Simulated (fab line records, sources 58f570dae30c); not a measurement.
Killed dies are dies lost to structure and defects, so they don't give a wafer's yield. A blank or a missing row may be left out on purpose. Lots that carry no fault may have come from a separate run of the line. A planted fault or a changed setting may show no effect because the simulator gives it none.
Which tool is to blame? || flow berkeley_cmos170 || 42 wafers sampled from 14 lots at 1 step of a route of 331

## WHAT EACH GAUGE READ, for each wafer
UCB170_NWELL_THK_MEAS_05. Usual: for NWELL_NITRIDE_THK the level is 223.2 nm and the standard deviation is 2.6.
{"lot": "L463", "measured": "day 2 06:05", "on": "film_metro-03", "NWELL_NITRIDE_THK (nm)": "221.8 223.7 222.0", "flag": ""}
{"lot": "L464", "measured": "day 2 19:58", "on": "film_metro-03", "NWELL_NITRIDE_THK (nm)": "224.9 225.0 225.5", "flag": ""}
{"lot": "L466", "measured": "day 2 23:41", "on": "film_metro-03", "NWELL_NITRIDE_THK (nm)": "228.1 227.0 226.6", "flag": ""}
{"lot": "L467", "measured": "day 3 09:26", "on": "film_metro-01", "NWELL_NITRIDE_THK (nm)": "225.7 227.1 225.6", "flag": ""}
{"lot": "L468", "measured": "day 3 09:26", "on": "film_metro-03", "NWELL_NITRIDE_THK (nm)": "225.9 224.2 224.4", "flag": ""}
{"lot": "L472", "measured": "day 4 01:29", "on": "film_metro-03", "NWELL_NITRIDE_THK (nm)": "223.8 223.5 224.2", "flag": ""}
{"lot": "L473", "measured": "day 4 12:55", "on": "film_metro-03", "NWELL_NITRIDE_THK (nm)": "219.5 220.5 221.5", "flag": ""}
{"lot": "L475", "measured": "day 5 00:14", "on": "film_metro-01", "NWELL_NITRIDE_THK (nm)": "218.6 216.2 215.3", "flag": ""}
{"lot": "L476", "measured": "day 5 04:02", "on": "film_metro-01", "NWELL_NITRIDE_THK (nm)": "221.7 221.8 221.9", "flag": ""}
{"lot": "L477", "measured": "day 5 12:47", "on": "film_metro-02", "NWELL_NITRIDE_THK (nm)": "224.6 223.4 222.4", "flag": ""}
{"lot": "L481", "measured": "day 6 04:05", "on": "film_metro-02", "NWELL_NITRIDE_THK (nm)": "221.5 224.6 224.0", "flag": ""}
{"lot": "L483", "measured": "day 6 10:11", "on": "film_metro-02", "NWELL_NITRIDE_THK (nm)": "219.8 220.1 221.7", "flag": ""}
{"lot": "L485", "measured": "day 6 18:29", "on": "film_metro-03", "NWELL_NITRIDE_THK (nm)": "223.6 222.3 225.2", "flag": ""}
{"lot": "L486", "measured": "day 7 03:26", "on": "film_metro-01", "NWELL_NITRIDE_THK (nm)": "227.2 226.6 226.3", "flag": ""}

## TOOL THAT RAN EACH LOT (tool first, then ch and the chambers of the sampled wafers, then the start)
No process step before these readings appears in the record.

## AS READ BY THE TOOLS THEMSELVES (means over the sampled wafers that have a number; for cases with no such wafer, the mark the record gives instead)
The record holds no such reading with a usual standard deviation.

## THE ANSWER, worked out from the rows above alone
Rule: take the mean of a lot's wafers that have a number; if it is more than 3 standard deviations from the usual mean, the lot is off. Also off: a lot with no number at a reading for which 4 or more lots have one. Where the step has rows for the other lots, those lots are counted as sound. After the gauges, taken in route order, come the tools' own readings; for these a lot's mean is taken, as printed above. The first step at which some lot is off is used, and at that step the reading that is off furthest; a lot without a number counts as furthest.
Nothing can be told from this: no lot is off at any reading shown.

## WHAT HAD BEEN PUT IN BY THE SIMULATOR
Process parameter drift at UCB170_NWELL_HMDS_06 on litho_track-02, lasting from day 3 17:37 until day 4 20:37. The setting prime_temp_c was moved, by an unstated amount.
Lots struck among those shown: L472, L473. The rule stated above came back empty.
